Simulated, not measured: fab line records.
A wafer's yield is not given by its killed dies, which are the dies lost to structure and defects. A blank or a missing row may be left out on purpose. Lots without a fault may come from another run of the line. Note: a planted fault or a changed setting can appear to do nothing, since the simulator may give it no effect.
One fault seen from 2 desks	flow rit cmos	numbers are kept per desk, each desk with only its own; the story behind them comes last

## AT THE TOOL OWNER'S DESK: rie diel-04
The tool's own readings at RIT_CONTACT_ETCH_11 (etches SiO2 in CHF3/CF4/Ar, stops on TiSi2, target depth 480 nm, time 320 s): means of the sampled wafers that have a number, for each lot that ran on this tool. Any lot whose mean is over 4 standard deviations away from the usual mean is out of limits and marked OUT; that distance is given in the brackets.
Columns: A = O2_flow_sccm at RIT_CONTACT_ETCH_11, usual 4.998 sccm; B = drypump motor current A at RIT_CONTACT_ETCH_11, usual 5.8 A; C = oes product au at RIT_CONTACT_ETCH_11, usual 0.991 a.u.; D = run length s at RIT_CONTACT_ETCH_11, usual 348.5 s; E = throttle valve pct at RIT_CONTACT_ETCH_11, usual 8.82 %
lot	first seen here	A	B	C	D	E
L454	day 4 06:28	5.010	6.0	0.981	365.7 (+37) OUT	8.78
L471	day 7 21:16	5.010	5.9	0.992	347.9	8.89
This desk finds L454 out of limits, L454 being first, at day 4 06:28 (run length s at RIT_CONTACT_ETCH_11). In limits: L471.

## FROM THE METROLOGY DESK
What the gauges read, lot by lot, whatever tool the lot ran on: means of the sampled wafers that have a number. Any lot whose mean is over 4 standard deviations away from the usual mean is out of limits and marked OUT; that distance is given in the brackets.
Columns: A = CONTACT_TEOS_THK at RIT_CONTACT_THK_MEAS_01, usual 417 nm; B = cd nm at RIT_CONTACT_CD_MEAS_08, usual 999.7 nm; C = CONTACT_OVL at RIT_CONTACT_OVL_MEAS_09, usual 0.2 nm
lot	first seen here	A	B	C
L454	day 4 05:01	416	1001.9	-0.1
L464	day 6 09:30	418	999.2	-0.7
L468	day 7 02:55	415	1002.9	0.3
L470	day 7 15:18	415	1003.9	-0.2
L471	day 7 19:49	418	997.2	1.1
Result from this desk: across the 5 lots, nothing is out of limits.

## ALL TOGETHER
On L454, at day 4 06:28, an alarm was possible from the tool owner's desk.
Metrology desk: nothing out of limits seen.
The metrology desk has L454 on record, within its limits.
RIT_CONTACT_ETCH_11 was run on rie diel-04 by each of the lots named.

## WHAT THE SIMULATOR HAD INSERTED
rie diel-04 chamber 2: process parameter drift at RIT_CONTACT_ETCH_11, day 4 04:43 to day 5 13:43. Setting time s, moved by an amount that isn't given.
Shown lots that were struck: L454.
Hours from the fault's start to each desk's first reading out of limits: the tool owner's desk, 2.
